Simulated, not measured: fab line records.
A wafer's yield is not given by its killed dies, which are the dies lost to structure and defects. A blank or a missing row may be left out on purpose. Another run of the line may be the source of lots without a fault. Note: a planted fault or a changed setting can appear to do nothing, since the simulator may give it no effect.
One fault seen from 2 desks :: flow ritCmos :: each desk has only its own numbers; what lay behind them comes last

== AT THE METROLOGY DESK ==
What the gauges read for every lot (on any tool): the sampled wafers with a number, averaged. If a lot's mean is further than 4 standard deviations from the usual mean, the lot is out of limits and carries the mark OUT (the distance appears in the brackets).
Columns: A = PWELL_TW at RIT_PWELL_TW_MEAS_10, usual 951; B = NLDD_TW at RIT_NLDD_TW_MEAS_10, usual 2486; C = cdNm at RIT_CONTACT_CD_MEAS_08, usual 999.0 nm
lot: L825
first seen here: day 1 22:43
A: 956
B: 2490
C: 1003.7

lot: L826
first seen here: day 2 03:34
A: 963
B: 2459
C: 1003.0

lot: L827
first seen here: day 2 08:22
A: 948
B: 2458
C: 995.7

lot: L829
first seen here: day 2 19:56
A: 953
B: 2460
C: 986.7 (-4.7) OUT

lot: L830
first seen here: day 2 23:54
A: 947
B: 2489
C: 992.4

lot: L832
first seen here: day 3 10:50
A: 941
B: 2519
C: 999.3

lot: L836
first seen here: day 4 05:38
A: 947
B: 2524
C: 1000.1

lot: L837
first seen here: day 4 11:08
A: 961
B: 2517
C: 995.3

lot: L843
first seen here: day 5 17:08
A: 961
B: 2459
C: 1000.7

lot: L844
first seen here: day 5 23:16
A: 962
B: 2508
C: 997.1

lot: L845
first seen here: day 6 07:45
A: 958
B: 2480
C: 993.9

lot: L847
first seen here: day 6 14:10
A: 942
B: 2485
C: 998.0

lot: L848
first seen here: day 6 22:34
A: 939
B: 2523
C: 1001.9
This desk's finding: out of limits on L829; first on L829, day 4 02:38 (cdNm at RIT_CONTACT_CD_MEAS_08). L825, L826, L827, L830, L832, L836, L837, L843, L844, L845, L847, L848 stayed within limits.

== THE TOOL OWNER'S DESK: ilineStepper-01 ==
The tool's own readings at RIT_CONTACT_EXPOSE_05 (exposes mask M11, target cd 1000 nm): means of the sampled wafers that have a number, for each lot that ran on this tool. If a lot's mean is further than 4 standard deviations from the usual mean, the lot is out of limits and carries the mark OUT (the distance appears in the brackets).
Columns: A = exposureDoseMJCm2 at RIT_CONTACT_EXPOSE_05, usual 249.88
lot: L826
first seen here: day 3 08:47
A: 250.26

lot: L827
first seen here: day 3 14:42
A: 249.91

lot: L829
first seen here: day 4 02:07
A: 239.06 (-47) OUT

lot: L830
first seen here: day 4 05:01
A: 241.10 (-38) OUT
This desk's finding: out of limits on L829, L830; first on L829, day 4 02:07 (exposureDoseMJCm2 at RIT_CONTACT_EXPOSE_05). L826, L827 stayed within limits.

== BROUGHT TOGETHER ==
The tool owner's desk had the chance to raise an alarm at day 4 02:07 on L829, L830.
Metrology desk: alarm possible at day 4 02:38 on L829.
The metrology desk has L830 on record, within its limits.
Of the lots named, all ran RIT_CONTACT_EXPOSE_05 on ilineStepper-01.

== WHAT THE SIMULATOR HAD PUT IN ==
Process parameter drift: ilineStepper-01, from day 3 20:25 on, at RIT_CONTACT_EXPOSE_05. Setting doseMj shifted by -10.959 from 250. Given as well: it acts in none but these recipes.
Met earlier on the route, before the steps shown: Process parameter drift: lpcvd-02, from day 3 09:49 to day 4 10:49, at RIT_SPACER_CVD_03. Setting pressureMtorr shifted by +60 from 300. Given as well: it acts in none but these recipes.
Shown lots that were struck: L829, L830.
Hours from the fault's start to each desk's first reading out of limits: the tool owner's desk, 6; the metrology desk, 6.
